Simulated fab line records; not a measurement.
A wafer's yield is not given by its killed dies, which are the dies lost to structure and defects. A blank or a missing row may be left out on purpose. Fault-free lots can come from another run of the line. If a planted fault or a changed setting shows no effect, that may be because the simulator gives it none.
Matching of chambers ; flow berkeley_cmos170 ; 4 sister chambers for UCB170_V2_CMP_02 on cmp-01
The step polishes SiO2. 4 wafers are shown with their chamber, then 7 later ones without.

## WAFERS PAIRED WITH THEIR CHAMBERS
wafer;chamber;motor_current_A (A)
L276.2;0;15.4
L282.5;2;14.6
L290.2;1;13.4
L290.4;3;17.0

## WAFERS WHOSE CHAMBER IS MISSING
wafer;motor_current_A (A)
L290.5;13.7
L291.2;12.9
L291.4;15.3
L291.6;18.5
L296.1;14.6
L296.2;18.4
L296.5;14.0

## CHAMBER TAKEN BY EACH
wafer;from the rows above;in truth
L290.5;can't be placed: 1 or 2 or 0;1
L291.2;can't be placed: 1 or 2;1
L291.4;can't be placed: 0 or 2 or 3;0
L291.6;can't be placed: 3 or 0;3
L296.1;can't be placed: 2 or 0 or 1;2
L296.2;can't be placed: 3 or 0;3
L296.5;can't be placed: 1 or 2 or 0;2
Correctly placed: 0 of 7. From these rows, 7 cannot be placed; in 7 the true chamber is one of the candidates. Wrongly placed: 0.
How it was worked out, from the rows above alone: a wafer's distance from a chamber is the root of the sum, over the readings, of the square of ((its reading less the chamber's mean) divided by the reading's scatter). If the next closest chamber is less than 2 further off than the closest, the wafer can't be placed; otherwise it belongs to the closest. The mean given for a chamber averages the wafers shown for that chamber. The scatter (one wafer shown for each chamber): square how far every hidden wafer sits from the nearest shown wafer, average those squares and take the square root.
